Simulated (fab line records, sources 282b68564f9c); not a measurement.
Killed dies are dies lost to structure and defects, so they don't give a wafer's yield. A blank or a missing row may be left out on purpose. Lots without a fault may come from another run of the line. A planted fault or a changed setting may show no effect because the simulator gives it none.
fab line records | flow rit_cmos
record lots=14 wafers=42 last_day=7
route steps=202 shown ACTIVE@14 M1@202
lots that met no fault: from a run of the same line without faults
start_h: hours from the record's first day to the start of the lot's first wafer shown | wait_h: hours since the lot's step before | " the same as in the row above | L1.1+2: a row that stands for several wafers | - no value, or no start given | * or withheld: withheld | < > ~ a bound
route shown NAME@n: a module of which the file shows steps, and the number in the route of the first | usual: mean/standard deviation of fault-free wafers | same: alike in all rows | chamber/n: place in a boat | sites: the reading at each site | _std_site: their standard deviation | _edge_site: outer sites' mean less inner sites' | radius_mm: how far each site lies from the wafer's centre | mask NAME#n: copy n | behind: the tool/chamber that last shaped the wafer | hold: why the lot was held/for how many hours/how that ended | device: the transistor (n, p or np) that didn't switch | end of line: the same wafers' tests at the end of the route | a step without rows: its recipe alone | killed: dies lost to structure and defects at the first sort, not the wafer's yield | map: a wafer's dies, x killed, . not, _ none there
set.NAME: the setting as run; set.NAME@STEP: as run at that earlier step | model.NAME: the simulator's own value behind a step, which no gauge read
steps of the route over a sample of lots; a table a step, a row a wafer
services: from which hour (start_h, from the record's first day; less than 0 if before it) a tool's chamber was out of use, for how many hours, and why
## steps
# step RIT_ACTIVE_ETCH_13
# recipe stop_on=SiO2 chemistry=SF6 target=Si3N4 time_s=210 over_etch_frac=0.4 SF6_flow_sccm=200 pressure_mtorr=260 rf_w=125 target_depth_a=2100
# usual drypump_motor_current_A=5.9/0.36 oes_product_au=0.826/0.015 run_length_s=238.3/0.44 throttle_valve_pct=7.44/0.11
# columns lot.wafer tool chamber start_h wait_h drypump_motor_current_A oes_product_au rf_hours_counter_h run_length_s throttle_valve_pct
L256.2 rie_diel-03 2 15.57 0.1 6.3 0.844 0 238.1 7.34
L256.4 " 3 " " 5.9 0.841 82 237.5 7.37
L256.5 " 0 " " 5.2 0.830 - 238.3 7.42
L257.1 rie_diel-02 2 20.54 0.1 5.8 0.828 62 238.8 7.42
L257.4 " 0 " " 6.2 0.846 3 238.0 7.49
L257.6 " 3 " " 5.8 0.810 - 238.1 7.64
L260.4 rie_diel-03 2 35.44 0.1 6.3 0.841 1 238.1 7.34
L260.5 " 2 " " 6.2 0.837 - 238.0 7.32
L260.6 " 1 " " 5.7 0.847 - 238.8 7.40
L261.1 rie_diel-04 3 39.72 0.1 5.8 0.809 52 238.5 7.44
L261.2 " 0 " " 6.0 0.815 90 238.1 7.70
L261.6 " 1 " " 6.6 0.829 - 238.6 7.41
L262.4 rie_diel-03 2 44.71 0.1 6.4 0.835 1 237.9 7.34
L262.5 " 3 " " 5.9 0.834 - 238.0 7.36
L262.6 " 0 " " 5.3 0.785 - 260.2 7.39
L263.1 rie_diel-03 1 51.10 0.1 5.8 0.852 104 238.8 7.41
L263.3 " 2 " " 6.3 0.837 1 238.3 7.32
L263.6 " 0 " " 5.3 0.784 - 260.2 7.39
L269.1 rie_diel-04 2 80.60 0.1 5.4 0.824 120 239.2 7.41
L269.2 " 3 " " 5.8 0.801 53 238.2 7.43
L269.6 " 1 " " 6.6 0.813 - 238.1 7.42
L270.1 rie_diel-02 3 85.01 0.1 5.8 0.802 95 238.1 7.63
L270.3 " 2 " " 5.8 0.823 63 238.0 7.44
L270.4 " 0 " " 6.2 0.834 4 237.9 7.49
L274.1 rie_diel-02 1 107.31 0.1 6.0 0.818 21 238.4 7.27
L274.2 " 3 " " 5.8 0.799 96 237.5 7.65
L274.4 " 2 " " 5.8 0.819 64 238.2 7.44
L275.2 rie_diel-02 2 111.88 0.1 5.7 0.817 64 238.3 7.46
L275.3 " 1 " " 6.0 0.805 21 238.5 7.26
L275.4 " 3 " " 5.8 0.791 96 237.8 7.63
L276.2 rie_diel-04 3 114.85 0.1 5.9 0.805 54 238.2 7.43
L276.3 " 1 " " 6.6 0.819 84 238.2 7.43
L276.5 " 0 " " 6.0 0.814 - 238.0 7.68
L277.2 rie_diel-03 0 120.62 0.1 5.3 0.831 128 238.5 7.42
L277.5 " 1 " " 5.7 0.861 - 239.4 7.39
L277.6 " 0 " " 5.3 0.838 - 238.4 7.42
L278.1 rie_diel-04 3 125.98 0.1 5.8 0.813 54 238.2 7.43
L278.2 " 2 " " 5.4 0.840 121 239.0 7.41
L278.6 " 2 " " 5.4 0.836 - 238.9 7.40
L279.2 rie_diel-03 1 132.18 0.1 5.7 0.846 105 239.5 7.41
L279.3 " 0 " " 5.3 0.827 128 238.6 7.40
L279.4 " 0 " " 5.3 0.834 - 238.1 7.39
# step RIT_M1_PROBE_99
# usual killed_at_contacts=0.0/0.22 killed_at_front_end=7/3.1 killed_dies=7/3.1 killed_open=3.5/2 killed_short=3.3/2
# same gross_dies=264 killed_at_M0_to_M3=0 killed_at_M4_up=0 killed_at_back_side=0 killed_at_other=0
# columns lot.wafer tool chamber start_h wait_h killed_at_contacts killed_at_front_end killed_dies killed_open killed_short
L263.1 prober-01 - 98.67 0.1 0 8 8 2 6
L263.3 prober-01 - 98.77 0.2 0 4 4 2 2
L263.6 prober-01 - 98.92 0.2 0 10 10 4 6
L269.1 prober-01 - 126.41 0.1 0 9 9 4 5
L269.2 prober-01 - 126.46 0.1 0 10 10 5 5
L269.6 prober-01 - 126.66 0.2 0 10 10 4 6
L270.1 prober-02 - 130.60 0.1 0 7 7 5 2
L270.3 prober-02 - 130.70 0.2 0 2 2 2 0
L270.4 prober-02 - 130.75 0.2 0 3 3 2 1
L274.1 prober-02 - 152.57 0.1 0 7 7 2 5
L274.2 prober-02 - 152.62 0.1 0 8 8 1 7
L274.4 prober-02 - 152.72 0.2 0 3 3 1 2
L276.2 prober-02 - 159.04 0.1 0 6 6 3 3
L276.3 prober-02 - 159.09 0.2 0 3 3 2 1
L276.5 prober-02 - 159.19 0.2 0 4 4 2 2
L278.1 prober-02 - 170.96 0.1 0 7 7 4 3
L278.2 prober-02 - 171.01 0.1 0 6 6 5 1
L278.6 prober-02 - 171.21 0.2 0 8 8 5 3
# killed by level:class
L263.1 GATE:geometric_particle:short=2 REOX:geometric_particle:short=2 SILICIDE:geometric_particle:short=2 FOX1:geometric_particle:open=1 SPACER:geometric_particle:open=1
L263.3 REOX:geometric_particle:short=2 FOX2:geometric_particle:open=1 SPACER:geometric_particle:open=1
L263.6 SILICIDE:geometric_particle:short=3 SILICIDE:geometric_particle:open=2 FOX1:geometric_particle:short=1 FOX2:geometric_particle:short=1 GATE:geometric_particle:open=1 SPACER:geometric_particle:short=1 SPACER:geometric_particle:open=1
L269.1 GATE:geometric_particle:open=3 FOX1:geometric_particle:short=1 FOX2:geometric_particle:short=1 REOX:geometric_particle:short=1 REOX:geometric_particle:open=1 SPACER:geometric_particle:short=1 SILICIDE:geometric_particle:short=1
L269.2 FOX1:geometric_particle:open=2 SPACER:geometric_particle:open=2 SPACER:geometric_particle:short=1 FOX1:geometric_particle:short=1 FOX2:geometric_particle:short=1 GATE:geometric_particle:short=1 REOX:geometric_particle:open=1 REOX:geometric_particle:short=1
L269.6 GATE:geometric_particle:short=4 REOX:geometric_particle:open=2 FOX1:geometric_particle:open=1 FOX1:geometric_particle:short=1 FOX2:geometric_particle:short=1 SILICIDE:geometric_particle:open=1
L270.1 GATE:geometric_particle:open=4 FOX2:geometric_particle:open=1 GATE:geometric_particle:short=1 REOX:geometric_particle:short=1
L270.3 GATE:geometric_particle:open=1 SPACER:geometric_particle:open=1
L270.4 FOX1:geometric_particle:open=1 FOX1:geometric_particle:short=1 GATE:geometric_particle:open=1
L274.1 REOX:geometric_particle:short=4 SPACER:geometric_particle:open=2 SPACER:geometric_particle:short=1
L274.2 SPACER:geometric_particle:short=4 FOX1:geometric_particle:short=1 GATE:geometric_particle:short=1 REOX:geometric_particle:open=1 REOX:geometric_particle:short=1
L274.4 GATE:geometric_particle:short=2 REOX:geometric_particle:open=1
L276.2 GATE:geometric_particle:open=3 GATE:geometric_particle:short=2 FOX1:geometric_particle:short=1
L276.3 FOX1:geometric_particle:short=1 FOX2:geometric_particle:open=1 REOX:geometric_particle:open=1
L276.5 FOX1:geometric_particle:short=2 GATE:geometric_particle:open=1 SPACER:geometric_particle:open=1
L278.1 GATE:geometric_particle:open=3 FOX1:geometric_particle:short=2 FOX1:geometric_particle:open=1 SILICIDE:geometric_particle:short=1
L278.2 GATE:geometric_particle:open=2 FOX2:geometric_particle:open=1 GATE:geometric_particle:short=1 REOX:geometric_particle:open=1 SILICIDE:geometric_particle:open=1
L278.6 REOX:geometric_particle:open=2 SILICIDE:geometric_particle:open=2 FOX2:geometric_particle:short=1 REOX:geometric_particle:short=1 SPACER:geometric_particle:short=1 SPACER:geometric_particle:open=1
## services
# columns tool chamber start_h hours kind
rie_diel-04 2 14.79 2.4 repair
rie_diel-04 1 19.58 10.2 repair
rie_diel-04 2 30.47 10.7 repair
rie_diel-03 3 47.04 21.2 repair
rie_diel-03 1 65.27 17.5 repair
rie_diel-03 - 85.17 14.6 pm
rie_diel-04 - 91.95 0.8 repair
rie_diel-03 3 120.34 23.2 repair
## key
first_sign step=RIT_ACTIVE_ETCH_13 reading=run_length_s direction=up sigmas=50 usual=* struck=*
effect step=RIT_ACTIVE_ETCH_13 reading=oes_product_au direction=down sigmas=2.8 usual=0.826 struck=0.784
met_at RIT_ACTIVE_ETCH_13
struck_lots L262,L263
struck_wafers L262.6,L263.6
tester_left_out L262,L263
onset_between 15.57 44.71
fault kind=process_parameter_drift tool=rie_diel-03 chamber=0 onset_h=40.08 steps=RIT_ACTIVE_ETCH_13 channel=time_s offset=* shape=step end_h=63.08 acts_in=* stated=*
# tester_left_out: of these lots the tester's yield and bins aren't shown, on N5 and GAA mostly nor the transistor test; their killed dies are dies lost to structure and defects alone, not to doping, threshold or leakage, so they don't give the yield
